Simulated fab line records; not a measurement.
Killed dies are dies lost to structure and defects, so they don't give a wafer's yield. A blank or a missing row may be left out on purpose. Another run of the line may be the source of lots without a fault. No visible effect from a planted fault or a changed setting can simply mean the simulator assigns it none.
Split-lot experiment    flow ritCmos    23 wafers read from 5 lots, route of 202 steps

== THE SPLIT ==
At RIT_NRETRO_IMPLANT_08, the setting energyKev was moved away from the recipe's 70 on 7 of the 23 wafers read, by -5.0% to +5.8%. All remaining wafers had this setting at the recipe value.

The split's own step is where the reading is taken.

== THE READING ==
implant.drpNm (the simulator's own value, which no gauge read), in nm, at RIT_NRETRO_IMPLANT_08. The file does not state a usual value for it.

wafer   tool, chamber at the split  energyKev as run  against the recipe  implant.drpNm, nm  against lot-mates on the recipe
L077.1  implanter-02, 0             70                recipe              33.94              -
L077.3  implanter-02, 0             70                recipe              33.94              -
L077.4  implanter-02, 0             70                recipe              33.94              -
L078.1  implanter-04, 0             70                recipe              33.94              -
L078.2  implanter-04, 0             70                recipe              33.94              -
L078.4  implanter-04, 0             70                recipe              33.94              -
L078.5  implanter-04, 0             68.1              -2.7%               33.15              -0.79
L078.6  implanter-04, 0             68.1              -2.7%               33.15              -0.79
L079.1  implanter-01, 0             70                recipe              33.94              -
L079.2  implanter-01, 0             70                recipe              33.94              -
L079.3  implanter-01, 0             70                recipe              33.94              -
L079.4  implanter-01, 0             70                recipe              33.94              -
L079.6  implanter-01, 0             70                recipe              33.94              -
L083.2  implanter-02, 0             66.52             -5.0%               32.49              -1.45
L083.4  implanter-02, 0             66.52             -5.0%               32.49              -1.45
L083.6  implanter-02, 0             66.52             -5.0%               32.49              -1.45
L083.3  implanter-02, 0             70                recipe              33.94              -
L083.5  implanter-02, 0             70                recipe              33.94              -
L084.1  implanter-04, 0             74.09             +5.8%               35.59              +1.65
L084.5  implanter-04, 0             74.09             +5.8%               35.59              +1.65
L084.2  implanter-04, 0             70                recipe              33.94              -
L084.3  implanter-04, 0             70                recipe              33.94              -
L084.6  implanter-04, 0             70                recipe              33.94              -

THE FIT
A straight line over all 23 wafers: implant.drpNm changes by +0.287 nm for each +1% of energyKev; r = +1.00; the points scatter about the line by 0.011 nm.
The same after taking each lot's own level away (the mean of its wafers on the recipe; 23 wafers): +0.287 nm for each +1%; r = +1.00; scatter 0.011 nm.
On that fit, the largest move of energyKev shifts the reading by 1.7 nm.
The lots' own levels span 33.940 to 33.940 nm.
The two slopes agree, so the slope changes little with the lot-to-lot level.
Check: for one of the wafers moved furthest among these (+5.8%), held out of the fit, the line's prediction against its lot-mates is +1.68 nm. It came out at +1.65 nm against them.

== ADDITIONAL SPLITS CARRIED BY THESE WAFERS ==
These wafers also went through other splits before the reading. Each is held against what the fit with the lots' levels taken away leaves over:
other split on the same wafers   wafers away from the commonest value  r with implant.drpNm (lot level and that fit taken away)
RIT_ACTIVE_CVD_03 pressureMtorr  15                                    -0.50
RIT_ACTIVE_ETCH_13 timeS         9                                     -0.30
RIT_FOX2_OXIDATION_00 tempC      15                                    +0.28
RIT_PWELL_COAT_01 spinRpm        7                                     -0.09
RIT_PWELL_IMPLANT_08 energyKev   7                                     +0.06
RIT_NRETRO_COAT_01 spinRpm       8                                     +0.22

== THE WHOLE CHAIN: every reading that the file lists as answering this split, in the file's order ==
step                   what it does  reading                                                         change (the file's fit)                r (the file's)
RIT_NRETRO_IMPLANT_08                implant.rpNm (the simulator's own value, which no gauge read)   +0.874 nm for each +1% of the setting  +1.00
RIT_NRETRO_IMPLANT_08                implant.drpNm (the simulator's own value, which no gauge read)  +0.287 nm for each +1% of the setting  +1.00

== THE FILE'S OWN FIT ==
implant.drpNm changes by +0.287 nm for each +1% of energyKev, r = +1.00.
